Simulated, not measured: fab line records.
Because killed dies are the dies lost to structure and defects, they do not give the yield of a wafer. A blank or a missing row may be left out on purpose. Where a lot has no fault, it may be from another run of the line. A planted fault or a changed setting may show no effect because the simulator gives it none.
Split-lot study || flow rit_cmos || on a route of 202 steps: 5 lots, 23 wafers read

ABOUT THE SPLIT
At RIT_NSD_IMPLANT_08, the setting energy_kev was moved away from the recipe's 25 on 11 of the 23 wafers read, by -5.6% to +3.0%. This setting was run at the recipe's value on the other wafers.

The reading comes from the split's own step.

THE READING
The simulator's own value implant.drp_nm, read by no gauge, in nm at RIT_NSD_IMPLANT_08. The file gives no usual value for it.

{"wafer": "L075.1", "tool, chamber at the split": "implanter-04, 0", "energy_kev as run": 23.61, "against the recipe": "-5.6%", "implant.drp_nm, nm": 14.33, "against lot-mates on the recipe": -0.51}
{"wafer": "L075.4", "tool, chamber at the split": "implanter-04, 0", "energy_kev as run": 23.61, "against the recipe": "-5.6%", "implant.drp_nm, nm": 14.33, "against lot-mates on the recipe": -0.51}
{"wafer": "L075.5", "tool, chamber at the split": "implanter-04, 0", "energy_kev as run": 23.61, "against the recipe": "-5.6%", "implant.drp_nm, nm": 14.33, "against lot-mates on the recipe": -0.51}
{"wafer": "L075.2", "tool, chamber at the split": "implanter-04, 0", "energy_kev as run": 25, "against the recipe": "recipe", "implant.drp_nm, nm": 14.84, "against lot-mates on the recipe": "-"}
{"wafer": "L075.6", "tool, chamber at the split": "implanter-04, 0", "energy_kev as run": 25, "against the recipe": "recipe", "implant.drp_nm, nm": 14.84, "against lot-mates on the recipe": "-"}
{"wafer": "L076.2", "tool, chamber at the split": "implanter-03, 0", "energy_kev as run": 25, "against the recipe": "recipe", "implant.drp_nm, nm": 14.84, "against lot-mates on the recipe": "-"}
{"wafer": "L076.5", "tool, chamber at the split": "implanter-03, 0", "energy_kev as run": 25, "against the recipe": "recipe", "implant.drp_nm, nm": 14.84, "against lot-mates on the recipe": "-"}
{"wafer": "L076.6", "tool, chamber at the split": "implanter-03, 0", "energy_kev as run": 25, "against the recipe": "recipe", "implant.drp_nm, nm": 14.84, "against lot-mates on the recipe": "-"}
{"wafer": "L076.3", "tool, chamber at the split": "implanter-03, 0", "energy_kev as run": 25.74, "against the recipe": "+3.0%", "implant.drp_nm, nm": 15.1, "against lot-mates on the recipe": "+0.26"}
{"wafer": "L076.4", "tool, chamber at the split": "implanter-03, 0", "energy_kev as run": 25.74, "against the recipe": "+3.0%", "implant.drp_nm, nm": 15.1, "against lot-mates on the recipe": "+0.26"}
{"wafer": "L080.1", "tool, chamber at the split": "implanter-03, 0", "energy_kev as run": 25, "against the recipe": "recipe", "implant.drp_nm, nm": 14.84, "against lot-mates on the recipe": "-"}
{"wafer": "L080.5", "tool, chamber at the split": "implanter-03, 0", "energy_kev as run": 25, "against the recipe": "recipe", "implant.drp_nm, nm": 14.84, "against lot-mates on the recipe": "-"}
{"wafer": "L080.2", "tool, chamber at the split": "implanter-03, 0", "energy_kev as run": 23.8, "against the recipe": "-4.8%", "implant.drp_nm, nm": 14.4, "against lot-mates on the recipe": -0.44}
{"wafer": "L080.3", "tool, chamber at the split": "implanter-03, 0", "energy_kev as run": 23.8, "against the recipe": "-4.8%", "implant.drp_nm, nm": 14.4, "against lot-mates on the recipe": -0.44}
{"wafer": "L080.4", "tool, chamber at the split": "implanter-03, 0", "energy_kev as run": 23.8, "against the recipe": "-4.8%", "implant.drp_nm, nm": 14.4, "against lot-mates on the recipe": -0.44}
{"wafer": "L082.1", "tool, chamber at the split": "implanter-01, 0", "energy_kev as run": 25, "against the recipe": "recipe", "implant.drp_nm, nm": 14.84, "against lot-mates on the recipe": "-"}
{"wafer": "L082.3", "tool, chamber at the split": "implanter-01, 0", "energy_kev as run": 25, "against the recipe": "recipe", "implant.drp_nm, nm": 14.84, "against lot-mates on the recipe": "-"}
{"wafer": "L082.6", "tool, chamber at the split": "implanter-01, 0", "energy_kev as run": 25, "against the recipe": "recipe", "implant.drp_nm, nm": 14.84, "against lot-mates on the recipe": "-"}
{"wafer": "L084.1", "tool, chamber at the split": "implanter-03, 0", "energy_kev as run": 23.97, "against the recipe": "-4.1%", "implant.drp_nm, nm": 14.47, "against lot-mates on the recipe": -0.37}
{"wafer": "L084.5", "tool, chamber at the split": "implanter-03, 0", "energy_kev as run": 23.97, "against the recipe": "-4.1%", "implant.drp_nm, nm": 14.47, "against lot-mates on the recipe": -0.37}
{"wafer": "L084.6", "tool, chamber at the split": "implanter-03, 0", "energy_kev as run": 23.97, "against the recipe": "-4.1%", "implant.drp_nm, nm": 14.47, "against lot-mates on the recipe": -0.37}
{"wafer": "L084.2", "tool, chamber at the split": "implanter-03, 0", "energy_kev as run": 25, "against the recipe": "recipe", "implant.drp_nm, nm": 14.84, "against lot-mates on the recipe": "-"}
{"wafer": "L084.3", "tool, chamber at the split": "implanter-03, 0", "energy_kev as run": 25, "against the recipe": "recipe", "implant.drp_nm, nm": 14.84, "against lot-mates on the recipe": "-"}

THE FIT
A straight line over all 23 wafers: implant.drp_nm changes by +0.0907 nm for each +1% of energy_kev; r = +1.00; the points scatter about the line by 0.0037 nm.
The same after taking each lot's own level away (the mean of its wafers on the recipe; 23 wafers): +0.0907 nm for each +1%; r = +1.00; scatter 0.0037 nm.
The reading moves by 0.5 nm for the largest change in energy_kev, on that fit.
The lots' own levels span 14.840 to 14.840 nm.
Hence the lot-to-lot level has little effect on the slope; both slopes agree.
Check: -0.505 nm against its lot-mates is what the line predicts for one of the wafers moved furthest among these (-5.6%) when that wafer is left out of the fit. Against them it came out at -0.51 nm.

THESE WAFERS: OTHER SPLITS
Before the reading, these wafers also passed through other splits. Each is held against what the fit with the lots' levels taken away leaves over:
{"other split on the same wafers": "RIT_GATE_EXPOSE_13 dose_mj", "wafers away from the commonest value": 5, "r with implant.drp_nm (lot level and that fit taken away)": -0.30}

THE WHOLE CHAIN: every reading that the file lists as answering this split, in the file's order
{"step": "RIT_NSD_IMPLANT_08", "what it does": "", "reading": "implant.rp_nm (the simulator's own value, which no gauge read)", "change (the file's fit)": "+0.221 nm for each +1% of the setting", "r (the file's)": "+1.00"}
{"step": "RIT_NSD_IMPLANT_08", "what it does": "", "reading": "implant.drp_nm (the simulator's own value, which no gauge read)", "change (the file's fit)": "+0.0903 nm for each +1% of the setting", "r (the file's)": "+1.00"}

FILE'S OWN FIT
implant.drp_nm changes by +0.0903 nm for each +1% of energy_kev, r = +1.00.
